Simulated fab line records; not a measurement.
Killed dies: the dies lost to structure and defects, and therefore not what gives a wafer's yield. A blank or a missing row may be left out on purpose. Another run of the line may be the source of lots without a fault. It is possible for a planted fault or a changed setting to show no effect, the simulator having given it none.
What tool caused it?	flow ritCmos	14 lots, 42 wafers sampled, at 4 steps of a route of 202

== WHAT THE GAUGES SHOWED, per wafer ==
RIT_FOX2_THK_MEAS_01.
lot	measured	on	FOX2_OXIDE_THK (nm)
L680	day 1 19:34	filmMetro-03	371 358 365
L681	day 1 23:27	filmMetro-03	360 350 355
L682	day 2 04:32	filmMetro-02	350 348 352
L687	day 3 05:22	filmMetro-02	352 352 356
L691	day 4 01:28	filmMetro-02	288 284 286
L692	day 4 06:24	filmMetro-02	287 279 283
L693	day 4 11:50	filmMetro-02	353 351 351
L694	day 4 16:26	filmMetro-03	352 353 352
L696	day 5 02:27	filmMetro-03	357 359 365
L697	day 5 08:24	filmMetro-03	364 364 363
L698	day 5 12:29	filmMetro-03	349 354 352
L700	day 5 23:02	filmMetro-03	361 360 358
L701	day 6 03:19	filmMetro-02	346 348 351
L703	day 6 13:41	filmMetro-02	352 358 349

RIT_FOX2_THK_MEAS_90.
lot	measured	on	FIELD_OXIDE_LEFT_1_THK (nm)
L680	day 1 20:26	filmMetro-02	343 331 338
L681	day 2 00:19	filmMetro-01	332 323 327
L682	day 2 05:25	filmMetro-03	322 321 325
L687	day 3 06:14	filmMetro-03	325 325 329
L691	day 4 02:21	filmMetro-02	260 257 260
L692	day 4 07:16	filmMetro-02	260 251 255
L693	day 4 12:43	filmMetro-02	326 324 324
L694	day 4 17:19	filmMetro-02	325 326 325
L696	day 5 03:20	filmMetro-02	329 331 337
L697	day 5 09:20	filmMetro-02	336 337 336
L698	day 5 13:26	filmMetro-02	322 327 324
L700	day 5 23:55	filmMetro-02	333 333 331
L701	day 6 04:11	filmMetro-02	319 321 324
L703	day 6 14:34	filmMetro-03	324 331 322

RIT_FOX2_THK_MEAS_91.
lot	measured	on	FIELD_OXIDE_LEFT_2_THK (nm)
L680	day 2 08:34	filmMetro-01	275 262 270
L681	day 2 13:49	filmMetro-02	264 255 259
L682	day 2 18:25	filmMetro-02	254 252 256
L687	day 3 18:47	filmMetro-02	257 257 261
L691	day 4 14:29	filmMetro-03	192 189 191
L692	day 4 19:29	filmMetro-02	192 184 187
L693	day 5 01:15	filmMetro-03	259 256 257
L694	day 5 06:13	filmMetro-02	256 258 256
L696	day 5 16:04	filmMetro-03	261 264 269
L697	day 5 21:41	filmMetro-02	269 268 268
L698	day 6 02:36	filmMetro-03	254 259 256
L700	day 6 12:19	filmMetro-01	265 266 263
L701	day 6 17:13	filmMetro-03	251 253 256
L703	day 7 02:36	filmMetro-03	255 262 253

== WHAT TOOL EACH LOT RAN ON (gives the tool, then ch and the chambers of the sampled wafers, and finally the start) ==
lot	RIT_FOX2_OXIDATION_00
L680	furnace-01 ch 0, day 1 18:15
L681	furnace-01 ch 0, day 1 22:08
L682	furnace-02 ch 0, day 2 03:14
L687	furnace-02 ch 0, day 3 04:03
L691	furnace-04 ch 0, day 4 00:09
L692	furnace-04 ch 0, day 4 05:03
L693	furnace-01 ch 0, day 4 10:29
L694	furnace-01 ch 0, day 4 15:07
L696	furnace-01 ch 0, day 5 01:08
L697	furnace-01 ch 0, day 5 07:05
L698	furnace-01 ch 0, day 5 11:10
L700	furnace-02 ch 0, day 5 21:44
L701	furnace-01 ch 0, day 6 02:00
L703	furnace-01 ch 0, day 6 12:22
- RIT_FOX2_OXIDATION_00: target thk 350.7 nm, ox time 1130 s.

== AS READ BY THE TOOLS THEMSELVES (means over the sampled wafers that have a number; for cases with no such wafer, the mark the record gives instead) ==
RIT_FOX2_OXIDATION_00.
lot	tool	spikeTcCentreC (C)	spikeTcLoadC (C)	spikeTcSourceC (C)	tubeCenterTempC (C)	tube_center_temp_C_max	zonePowerLoadPct (%)
L680	furnace-01	1101.9	1131.7	1129.8	1100	1102.8	41.5
L681	furnace-01	1102.7	1130.1	1129.1	1100	1102.8	41.1
L682	furnace-02	1102.2	1129.6	1124.3	1100	1102.7	40.8
L687	furnace-02	1102.5	1128.3	1123.8	1100	1102.6	41.0
L691	furnace-04	1065.9	1090.5	1090.4	1065	1068.1	38.0
L692	furnace-04	1066.6	1090.1	1091.1	1065	1067.7	37.8
L693	furnace-01	1102.0	1130.6	1129.8	1100	1102.1	42.1
L694	furnace-01	1102.7	1131.1	1128.8	1100	1102.5	41.6
L696	furnace-01	1102.6	1131.2	1128.8	1100	1102.8	41.7
L697	furnace-01	1102.6	1131.0	1128.7	1100	1103.0	41.4
L698	furnace-01	1102.2	1130.6	1129.7	1100	1102.7	41.6
L700	furnace-02	1102.6	1127.9	1125.4	1100	1103.0	40.6
L701	furnace-01	1103.0	1130.7	1129.4	1100	1102.8	41.0
L703	furnace-01	1102.5	1131.0	1129.9	1100	1102.8	41.3

== THE ANSWER, worked out from the rows above alone ==
Rule: what is usual is taken from the lots themselves. Put in order of their means at a reading, lots are off if they are a third of the lots or fewer, leave a main group of 4 or more, and stand apart from it by a gap of 3 or more times the standard deviation of the main group's means; of several such gaps the widest counts. The tables above print the reading to a certain number of digits; a main group whose means all agree to those digits is not used. A lot without any number at a reading at which 4 lots or more have one is off too. All remaining lots with rows at the step are treated as sound. Order of review: gauges by route order, followed by the tools' own readings, for which a lot's mean as printed above is used. The first step at which some lot is off is used, and at that step the reading that is off furthest; a lot without a number counts as furthest.
Off: L691, L692, seen at RIT_FOX2_THK_MEAS_01 (FOX2_OXIDE_THK). Main group: mean 355 nm, sd 5.2.
If a tool, at a process step before that reading, ran all the lots that are off and no sound lot after the first of them, it fits. The gauges at RIT_FOX2_THK_MEAS_01 aren't tried: what is off there is off at RIT_FOX2_OXIDATION_00 too, on other tools, and a gauge's error can't cause that. One fits: RIT_FOX2_OXIDATION_00 on furnace-04. It ran no sound lot before its first lot that is off in this sample, so the start can't be narrowed down.
The tool's own readings at RIT_FOX2_OXIDATION_00 bear it out: on the lots that are off they differ by more than 5 times the standard deviation of the sound lots' means. spikeTcCentreC reads 1066.2 C there against 1102.5 C on the sound lots; spikeTcLoadC reads 1090.3 C there against 1130.3 C on the sound lots; spikeTcSourceC reads 1090.8 C there against 1128.1 C on the sound lots; tubeCenterTempC reads 1065 C there against 1100 C on the sound lots; tube_center_temp_C_max reads 1067.9 there against 1102.7 on the sound lots; zonePowerLoadPct reads 37.9 % there against 41.3 % on the sound lots.

== WHAT WAS PUT IN BY THE SIMULATOR ==
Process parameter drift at RIT_FOX2_OXIDATION_00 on furnace-04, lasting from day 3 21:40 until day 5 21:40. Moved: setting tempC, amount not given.
Shown lots that were struck: L691, L692. Same finding as the rule above.
